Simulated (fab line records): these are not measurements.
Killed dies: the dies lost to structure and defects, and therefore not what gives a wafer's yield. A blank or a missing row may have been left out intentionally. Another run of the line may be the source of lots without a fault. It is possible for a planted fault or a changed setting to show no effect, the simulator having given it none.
Split-lot study    flow rit cmos    route with 202 steps; 5 lots, 23 wafers read

== ON THE SPLIT ==
At RIT_ACTIVE_CVD_03 (deposits Si3N4 from SiH2Cl2/NH3, target thk 150 nm, time 1500 s), the setting time s was moved away from the recipe's 1500 s on 15 of the 23 wafers read, by -14.7% to +11.3%. All remaining wafers had this setting at the recipe value.

== FROM THE SPLIT TO THE READING: what the file shows between them, 4 steps ==
- RIT_ACTIVE_THK_MEAS_04
- RIT_ACTIVE_DEVELOP_10: develop time 50 s (also split here: develop time s)
- RIT_ACTIVE_CD_MEAS_11: target cd 1400 nm
- RIT_ACTIVE_HARDBAKE_12: time 60 s

== THE READING ==
oes product au, in a.u., at RIT_ACTIVE_ETCH_13 (etches Si3N4 in SF6, stops on SiO2, time 210 s, target depth 210 nm). A value of 0.821 a.u. with a standard deviation of 0.011 a.u. is what fault-free wafers of this fab line usually give.

wafer   tool, chamber at the split  time s as run, s  against the recipe  oes product au, a.u.  against lot-mates on the recipe
L077.1  -, -                        1500              recipe              0.826                 -
L077.2  -, -                        1500              recipe              0.831                 -
L077.3  -, -                        1500              recipe              0.831                 -
L077.4  -, -                        1500              recipe              0.818                 -
L077.6  -, -                        1500              recipe              0.820                 -
L079.1  -, -                        1669              +11.3%              0.875                 no lot-mate on the recipe
L079.2  -, -                        1669              +11.3%              0.872                 no lot-mate on the recipe
L079.4  -, -                        1669              +11.3%              0.879                 no lot-mate on the recipe
L079.5  -, -                        1669              +11.3%              0.872                 no lot-mate on the recipe
L079.6  -, -                        1669              +11.3%              0.881                 no lot-mate on the recipe
L080.1  lpcvd-02, 0                 1500              recipe              0.810                 -
L080.4  lpcvd-02, 0                 1500              recipe              0.822                 -
L080.5  lpcvd-02, 0                 1500              recipe              0.824                 -
L081.1  -, -                        1280              -14.7%              0.736                 no lot-mate on the recipe
L081.2  -, -                        1280              -14.7%              0.752                 no lot-mate on the recipe
L081.4  -, -                        1280              -14.7%              0.742                 no lot-mate on the recipe
L081.5  -, -                        1280              -14.7%              0.743                 no lot-mate on the recipe
L081.6  -, -                        1280              -14.7%              0.737                 no lot-mate on the recipe
L085.1  -, -                        1655              +10.3%              0.874                 no lot-mate on the recipe
L085.2  -, -                        1655              +10.3%              0.871                 no lot-mate on the recipe
L085.3  -, -                        1655              +10.3%              0.859                 no lot-mate on the recipe
L085.5  -, -                        1655              +10.3%              0.873                 no lot-mate on the recipe
L085.6  -, -                        1655              +10.3%              0.866                 no lot-mate on the recipe

FIT RESULTS
A straight line over all 23 wafers: oes product au changes by +0.00508 a.u. for each +1% of time s; r = +0.99; the points scatter about the line by 0.0066 a.u.
Too few moved wafers with a lot-mate on the recipe to fit a line net of each lot's own level.

== THE WHOLE CHAIN: every reading that the file lists as answering this split, in the file's order ==
step                    what it does                                                         reading                                                                         change (the file's fit)                    r (the file's)
RIT_ACTIVE_CVD_03       deposits Si3N4 from SiH2Cl2/NH3, target thk 150 nm, time 1500 s      Si3N4_of_ACTIVE_CVD_03.thk nm (the simulator's own value, which no gauge read)  +1.69 nm for each +1% of the setting       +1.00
RIT_ACTIVE_THK_MEAS_04                                                                       ACTIVE_NITRIDE_THK                                                              +1.69 for each +1% of the setting          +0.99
RIT_ACTIVE_ETCH_13      etches Si3N4 in SF6, stops on SiO2, time 210 s, target depth 210 nm  oes product au                                                                  +0.00508 a.u. for each +1% of the setting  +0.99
RIT_ACTIVE_ETCH_13      etches Si3N4 in SF6, stops on SiO2, time 210 s, target depth 210 nm  ACTIVE.feature depth nm (the simulator's own value, which no gauge read)        +1.69 nm for each +1% of the setting       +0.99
RIT_ACTIVE_ETCH_13      etches Si3N4 in SF6, stops on SiO2, time 210 s, target depth 210 nm  etch.depth nm (the simulator's own value, which no gauge read)                  +1.69 nm for each +1% of the setting       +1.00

== FILE'S OWN FIT ==
oes product au changes by +0.00508 a.u. for each +1% of time s, r = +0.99.
